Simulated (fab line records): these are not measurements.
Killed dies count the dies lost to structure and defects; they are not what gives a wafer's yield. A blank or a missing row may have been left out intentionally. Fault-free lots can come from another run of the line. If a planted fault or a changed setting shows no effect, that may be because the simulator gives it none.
fab line records	flow rit-cmos
record: lots: 7	wafers: 21	last-day: 8
route steps=202 shown GATE@83 M1@202
lots that met no fault: from a run of the same line without faults
start-h: hours from the record's first day to the start of the lot's first wafer shown	wait-h: hours elapsed since this lot's preceding step	" the same as in the row above	L1.1+2: several wafers, shown together as one row	- either no value or no given start	* or withheld: withheld	< > ~ a bound
route shown NAME@n: a module of which the file shows steps, and the number in the route of the first	usual: average and standard deviation across the fault-free wafers	same: alike in all rows	chamber/n: place in a boat	sites: per-site readings	_std_site: standard deviation of those values	_edge_site: mean of outer sites minus mean of inner sites	radius-mm: how far each site lies from the wafer's centre	mask NAME#n: copy n	behind: tool/chamber where the wafer was last shaped	hold: what put the lot on hold/how long, in hours/how the hold closed	device: whichever transistor did not switch (one of n, p or np)	end of line: the tests these same wafers got at the end of their route	a step given without rows: its recipe and nothing more	killed: dies lost to structure and defects at the first sort, not the wafer's yield	map: shows each die of a wafer: x if killed, . if not, _ if none is there
set.NAME: the run value of the setting; set.NAME@STEP: its run value at that earlier step	model.NAME: the simulator's own value behind a step, which no gauge read
lots at some steps of the route; a table a step, a row a wafer
services: a tool's chamber out of use, with start hour (start-h, from the record's first day; less than 0 if before it), hours out, and reason
== steps ==
step: RIT_GATE_THK_MEAS_07
recipe: reads: SiO2_of_GATE_OXIDATION_05
usual: GATE_OXIDE_THK: 2.77/0.053
lot.wafer	tool	chamber	start-h	wait-h	GATE_OXIDE_THK[nm]
L906.2	film-metro-01	-	46.85	0.0	2.83
L906.5	"	-	"	"	2.74
L906.6	"	-	"	"	2.76
L910.2	film-metro-01	-	68.09	0.0	2.81
L910.4	"	-	"	"	2.79
L910.6	"	-	"	"	2.84
L914.3	film-metro-03	-	89.00	0.0	2.75
L914.4	"	-	"	"	2.76
L914.6	"	-	"	"	2.78
L916.1	film-metro-03	-	95.64	0.0	2.85
L916.4	"	-	"	"	2.85
L916.5	"	-	"	"	2.83
L922.1	film-metro-03	-	131.11	0.0	2.74
L922.4	"	-	"	"	2.68
L922.5	"	-	"	"	2.75
L925.3	film-metro-01	-	144.27	0.0	2.76
L925.4	"	-	"	"	2.84
L925.5	"	-	"	"	2.79
L926.1	film-metro-04	-	155.01	0.0	2.75
L926.2	"	-	"	"	2.72
L926.3	"	-	"	"	2.74
step: RIT_GATE_CVD_08
recipe: material: poly-Si	target-thk-nm: 250	temp-c: 610	precursor: SiH4	time-s: 2220	pressure-mtorr: 300	sih4-flow-sccm: 100
step: RIT_GATE_THK_MEAS_09
recipe: reads: poly-Si_of_GATE_CVD_08
usual: GATE_POLY_THK: 249.9/2.2
lot.wafer	tool	chamber	start-h	wait-h	GATE_POLY_THK[nm]
L906.2	film-metro-01	-	48.52	0.0	251.6
L906.5	"	-	"	"	251.3
L906.6	"	-	"	"	251.1
L910.2	film-metro-01	-	70.58	0.0	248.6
L910.4	"	-	"	"	246.9
L910.6	"	-	"	"	247.6
L914.3	film-metro-04	-	91.48	0.0	247.3
L914.4	"	-	"	"	249.5
L914.6	"	-	"	"	246.7
L916.1	film-metro-04	-	98.46	0.0	249.2
L916.4	"	-	"	"	250.6
L916.5	"	-	"	"	249.7
L922.1	film-metro-01	-	138.99	0.0	251.6
L922.4	"	-	"	"	254.6
L922.5	"	-	"	"	253.7
L925.3	film-metro-01	-	147.20	0.0	253.5
L925.4	"	-	"	"	252.0
L925.5	"	-	"	"	252.5
L926.1	film-metro-04	-	156.69	0.0	252.0
L926.2	"	-	"	"	253.3
L926.3	"	-	"	"	253.7
step: RIT_GATE_HMDS_10
recipe: prime-time-s: 60	prime-temp-c: 140
step: RIT_GATE_COAT_11
recipe: resist: NOVOLAK	spin-rpm: 4250	resist-thk-nm: 850
step: RIT_GATE_SOFTBAKE_12
recipe: resist: NOVOLAK	temp-c: 90	time-s: 60
step: RIT_GATE_EXPOSE_13
recipe: mask-id: M6	na: 0.6	source-shape: conventional	sigma-outer: 0.6	target-cd-nm: 150	dose-mj: 380
step: RIT_GATE_PEB_14
recipe: resist: NOVOLAK	temp-c: withheld	time-s: withheld
step: RIT_GATE_DEVELOP_15
recipe: resist: NOVOLAK	develop-time-s: 50	dev-temp-c: 23
step: RIT_GATE_CD_MEAS_16
recipe: target-cd-nm: 150
usual: cd-nm: 149.4/1.9
lot.wafer	tool	chamber	start-h	wait-h	cd-nm
L906.2	cd-sem-02	-	49.47	-	147.6
L906.5	"	-	"	"	148.2
L906.6	"	-	"	"	149.2
L910.2	cd-sem-02	-	71.50	-	150.1
L910.4	"	-	"	"	148.7
L910.6	"	-	"	"	148.3
L914.3	cd-sem-01	-	92.54	-	145.7
L914.4	"	-	"	"	148.8
L914.6	"	-	"	"	147.9
L916.1	cd-sem-01	-	99.49	-	148.4
L916.4	"	-	"	"	148.4
L916.5	"	-	"	"	150.9
L922.1	cd-sem-02	-	140.19	-	151.0
L922.4	"	-	"	"	149.1
L922.5	"	-	"	"	152.1
L925.3	cd-sem-01	-	148.13	-	147.2
L925.4	"	-	"	"	146.7
L925.5	"	-	"	"	151.1
L926.1	cd-sem-02	-	157.60	-	149.2
L926.2	"	-	"	"	149.0
L926.3	"	-	"	"	151.3
step: RIT_GATE_OVL_MEAS_17
usual: GATE_OVL: -0.2/1.3
lot.wafer	tool	chamber	start-h	wait-h	GATE_OVL[nm]
L906.2	overlay-01	-	49.58	0.1	-0.5
L906.5	"	-	"	"	-2.4
L906.6	"	-	"	"	-0.4
L910.2	overlay-02	-	71.61	0.1	-0.2
L910.4	"	-	"	"	1.8
L910.6	"	-	"	"	1.2
L914.3	overlay-01	-	92.63	0.1	0.4
L914.4	"	-	"	"	0.7
L914.6	"	-	"	"	0.1
L916.1	overlay-02	-	99.61	0.1	-2.2
L916.4	"	-	"	"	-0.5
L916.5	"	-	"	"	-2.1
L922.1	overlay-02	-	140.31	0.1	2.0
L922.4	"	-	"	"	1.0
L922.5	"	-	"	"	1.8
L925.3	overlay-01	-	148.22	0.1	0.8
L925.4	"	-	"	"	0.3
L925.5	"	-	"	"	-1.1
L926.1	overlay-01	-	157.72	0.1	-1.3
L926.2	"	-	"	"	-0.5
L926.3	"	-	"	"	-0.2
step: RIT_GATE_HARDBAKE_18
recipe: resist: NOVOLAK	temp-c: 140	time-s: 60
step: RIT_GATE_ETCH_19
recipe: chemistry: SF6/CHF3/O2	time-s: 165	SF6_flow_sccm: 30	CHF3_flow_sccm: 30	O2_flow_sccm: 5	target: poly-Si	pressure-mtorr: 40	rf-w: 166.1	target-depth-a: 3125	over-etch-frac: 0.25	stop-on: SiO2
usual: CHF3_flow_sccm: 30.00/0.089	drypump-motor-current-A: 5.8/0.49	oes-product-au: 0.849/0.011	run-length-s: 193.4/0.45	throttle-valve-pct: 10.20/0.1
lot.wafer	tool	chamber	start-h	wait-h	CHF3_flow_sccm	drypump-motor-current-A	oes-product-au	rf-hours-counter-h	run-length-s	throttle-valve-pct	model.NOVOLAK_of_GATE_COAT_11.thk-nm
L906.2	rie-si-02	1	49.76	0.1	29.95	6.4	0.838	1	193.8	10.15	668.4
L906.5	"	3	"	"	30.10	5.0	0.838	-	193.0	10.21	671.7
L906.6	"	2	"	"	29.96	6.2	0.865	-	193.7	10.14	670.7
L910.2	rie-si-01	0	71.79	0.1	30.00	6.4	0.714	0	240.0	10.46	646.5
L910.4	"	2	"	"	29.87	5.6	0.716	157	239.4	10.10	639.3
L910.6	"	0	"	"	29.85	6.4	0.705	-	240.1	10.46	644.2
L914.3	rie-si-01	3	92.80	0.1	30.00	5.5	0.720	1	238.8	10.14	648.1
L914.4	"	1	"	"	29.94	5.6	0.711	-	238.8	10.22	645
L914.6	"	3	"	"	29.99	5.5	0.717	-	239.1	10.15	646.1
L916.1	rie-si-01	0	99.80	0.1	29.89	6.3	0.709	0	240.1	10.47	641.3
L916.4	"	3	"	"	30.02	5.5	0.727	-	239.0	10.15	640.7
L916.5	"	0	"	"	30.02	6.3	0.711	-	240.5	10.47	640.8
L922.1	rie-si-02	2	140.63	0.1	30.01	6.2	0.870	89	193.7	10.13	668.4
L922.4	"	3	"	"	29.96	5.0	0.851	95	193.0	10.19	668.4
L922.5	"	0	"	"	30.22	5.2	0.864	-	193.3	10.19	670.1
L925.3	rie-si-02	0	148.40	0.1	29.95	5.2	0.863	87	193.6	10.20	669.5
L925.4	"	0	"	"	30.13	5.2	0.854	-	193.6	10.21	670.8
L925.5	"	2	"	"	30.00	6.2	0.863	-	193.9	10.17	669.6
L926.1	rie-si-01	1	157.91	0.1	29.84	5.6	0.851	3	192.6	10.22	665.9
L926.2	"	2	"	"	29.87	5.6	0.853	0	193.3	10.10	664.9
L926.3	"	3	"	"	30.12	5.5	0.858	2	192.8	10.14	668.4
step: RIT_GATE_STRIP_20
recipe: chemistry: O2	time-s: 180	resist: NOVOLAK	platen-temp-c: withheld	power-w: 500	pressure-mtorr: 4000	o2-flow-sccm: 4000
usual: drypump-motor-current-A: 5.9/0.4
lot.wafer	tool	chamber	start-h	wait-h	drypump-motor-current-A	rf-hours-counter-h
L906.2	plasma-asher-02	0	49.86	0.1	6.1	38
L906.5	"	1	"	"	6.1	-
L906.6	"	0	"	"	6.1	-
L910.2	plasma-asher-02	1	71.89	0.1	6.2	40
L910.4	"	0	"	"	6.1	-
L910.6	"	0	"	"	6.1	-
L914.3	plasma-asher-03	0	92.97	0.1	6.1	-
L914.4	"	1	"	"	5.4	-
L914.6	"	1	"	"	5.5	-
L916.1	plasma-asher-03	0	99.91	0.1	6.1	31
L916.4	"	0	"	"	6.1	-
L916.5	"	0	"	"	6.2	-
L922.1	plasma-asher-04	0	140.74	0.1	5.1	53
L922.4	"	1	"	"	6.2	-
L922.5	"	1	"	"	6.2	-
L925.3	plasma-asher-02	1	148.56	0.1	6.1	-
L925.4	"	0	"	"	6.1	-
L925.5	"	1	"	"	6.1	-
L926.1	plasma-asher-04	1	158.01	0.1	6.1	54
L926.2	"	0	"	"	5.1	54
L926.3	"	0	"	"	5.1	-
step: RIT_M1_PROBE_99
usual: killed-at-contacts: 0.0/0.16	killed-at-front-end: 7/3.1	killed-dies: 7/3.1	killed-open: 3.6/2.2	killed-short: 3.4/2.1
same: gross-dies: 264	killed_at_M0_to_M3: 0	killed_at_M4_up: 0	killed-at-back-side: 0	killed-at-other: 0
lot.wafer	tool	chamber	start-h	wait-h	killed-at-contacts	killed-at-front-end	killed-dies	killed-open	killed-short
L910.2	prober-02	-	93.66	0.1	0	11	11	1	9
L910.4	prober-02	-	93.76	0.2	0	7	7	2	5
L910.6	prober-02	-	93.86	0.2	0	9	9	4	5
L916.1	prober-02	-	126.12	0.1	0	4	4	1	3
L916.4	prober-02	-	126.27	0.2	0	4	4	3	1
L916.5	prober-02	-	126.32	0.2	0	10	10	5	5
L926.1	prober-01	-	180.13	0.1	0	2	2	1	1
L926.2	prober-01	-	180.18	0.1	0	12	12	8	4
L926.3	prober-01	-	180.23	0.2	0	6	6	3	3
killed by level:class
L910.2 FOX1:geometric-particle:short=3 FOX2:geometric-particle:short=2 REOX:geometric-particle:short=2 GATE:geometric-particle:short=1 REOX:geometric-particle:open=1 SPACER:geometric-particle:short=1 NSD:coat-microbubble-printed=1
L910.4 GATE:geometric-particle:short=2 SPACER:geometric-particle:short=2 FOX1:geometric-particle:short=1 GATE:geometric-particle:open=1 REOX:geometric-particle:open=1
L910.6 FOX1:geometric-particle:short=2 FOX2:geometric-particle:open=2 GATE:geometric-particle:short=2 FOX1:geometric-particle:open=1 SILICIDE:geometric-particle:short=1 REOX:geometric-particle:open=1
L916.1 SILICIDE:geometric-particle:short=2 GATE:geometric-particle:open=1 SPACER:geometric-particle:short=1
L916.4 GATE:geometric-particle:open=2 GATE:geometric-particle:short=1 SILICIDE:geometric-particle:open=1
L916.5 GATE:geometric-particle:open=2 FOX1:geometric-particle:open=1 FOX1:geometric-particle:short=1 GATE:geometric-particle:short=1 REOX:geometric-particle:short=1 SPACER:geometric-particle:short=1 SPACER:geometric-particle:open=1 SILICIDE:geometric-particle:open=1
L926.1 FOX2:geometric-particle:short=1 SPACER:geometric-particle:open=1
L926.2 GATE:geometric-particle:open=4 FOX1:geometric-particle:open=3 GATE:geometric-particle:short=2 SPACER:geometric-particle:short=2 SPACER:geometric-particle:open=1
L926.3 FOX1:geometric-particle:open=2 GATE:geometric-particle:short=1 SPACER:geometric-particle:open=1 SPACER:geometric-particle:short=1 SILICIDE:geometric-particle:short=1
== services ==
tool	chamber	start-h	hours	kind
rie-si-01	0	26.92	-	clean
rie-si-01	0	26.92	21.1	scheduled-down
rie-si-01	0	26.92	21.1	vent-cycle
plasma-asher-02	-	34.74	1.7	repair
plasma-asher-02	-	68.80	1.6	repair
rie-si-01	2	80.18	-	clean
rie-si-01	2	80.18	22.9	scheduled-down
rie-si-01	2	80.18	22.9	vent-cycle
rie-si-01	-	87.12	2.8	pm
plasma-asher-03	-	103.58	2.8	pm
plasma-asher-02	-	108.75	9.0	pm
plasma-asher-02	0	108.75	9.0	vent-cycle
plasma-asher-02	1	108.75	9.0	vent-cycle
plasma-asher-02	0	117.75	-	clean
plasma-asher-02	1	117.75	-	clean
rie-si-02	1	145.58	6.2	repair
== key ==
first-sign: step: RIT_GATE_ETCH_19	reading: run-length-s	direction: up	sigmas: 99+	usual: *	struck: *
effect: step: RIT_GATE_ETCH_19	reading: oes-product-au	direction: down	sigmas: 13	usual: 0.849	struck: 0.714
model-effect: step: RIT_GATE_ETCH_19	value: NOVOLAK_of_GATE_COAT_11.thk-nm	without: 667.5	struck: 643.6
met-at RIT_GATE_ETCH_19
struck-wafers L910.2,L910.4,L910.6,L914.3,L914.4,L914.6,L916.1,L916.4,L916.5
tester-left-out L910,L914,L916
fault: kind: process-parameter-drift	tool: rie-si-01	chamber: -	onset-h: 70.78	steps: RIT_GATE_ETCH_19	channel: time-s	offset: *	shape: step	end-h: 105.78	stated: *
tester-left-out: of these lots the tester's yield and bins aren't shown, on N5 and GAA mostly nor the transistor test; their killed dies are dies lost to structure and defects alone, not to doping, threshold or leakage, so they don't give the yield
